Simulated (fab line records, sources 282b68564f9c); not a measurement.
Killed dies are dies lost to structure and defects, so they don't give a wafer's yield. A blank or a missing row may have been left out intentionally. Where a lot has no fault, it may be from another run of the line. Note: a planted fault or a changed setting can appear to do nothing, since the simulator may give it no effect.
Which of the tools did it?    flow rit-cmos    6 lots with 18 wafers sampled at 3 steps, on a route of 202 steps

## WHAT EACH GAUGE READ, for each wafer
RIT_SILICIDE_THK_MEAS_03: measures by xrf.
lot   measured     on             SILICIDE_TI_THK (nm)
L753  day 3 21:51  film-metro-01  29.9 30.2 29.7
L755  day 4 09:28  film-metro-01  30.3 30.2 30.4
L765  day 6 09:03  film-metro-01  30.9 31.0 30.9
L768  day 6 23:59  film-metro-02  30.6 30.9 30.8
L770  day 7 11:00  film-metro-02  30.9 30.9 31.1
L772  day 7 18:52  film-metro-01  30.3 30.4 29.7

## EACH LOT AND THE TOOL THAT RAN IT (in order: tool; ch and the chambers of the sampled wafers; start)
lot   RIT_SPACER_CLEAN_01             RIT_PSD_STRIP_09
L753  wet-bench-01 ch 2, day 3 15:21  plasma-asher-02 ch 0, day 3 20:24
L755  wet-bench-01 ch 2, day 4 02:53  plasma-asher-04 ch 0,1, day 4 07:58
L765  wet-bench-04 ch 3, day 6 02:29  plasma-asher-03 ch 0,1, day 6 07:40
L768  wet-bench-04 ch 1, day 6 17:36  plasma-asher-04 ch 0,1, day 6 22:32
L770  wet-bench-01 ch 3, day 7 04:02  plasma-asher-04 ch 0,1, day 7 09:23
L772  wet-bench-01 ch 2, day 7 12:16  plasma-asher-02 ch 0,1, day 7 17:13
- RIT_SPACER_CLEAN_01: cleans in dHF, time 30 s.
- RIT_PSD_STRIP_09: strips in O2, time 180 s.

## THE ANSWER, worked out from the rows above alone
Rule: what is usual is taken from the lots themselves. The widest of any qualifying gaps counts: lots, ordered by their means at a reading, are off when they make up no more than a third of the lots, leave a main group of 4 or more, and stand apart from it by 3 or more times the standard deviation of that group's means. A main group whose means are all the same, to the digits that the tables above print for the reading, isn't used. A lot without any number at a reading at which 4 lots or more have one is off too. Where the step has rows for the other lots, those lots are counted as sound.
No lot is off on any of the readings shown, so nothing can be concluded from this.

## WHAT THE SIMULATOR PUT IN
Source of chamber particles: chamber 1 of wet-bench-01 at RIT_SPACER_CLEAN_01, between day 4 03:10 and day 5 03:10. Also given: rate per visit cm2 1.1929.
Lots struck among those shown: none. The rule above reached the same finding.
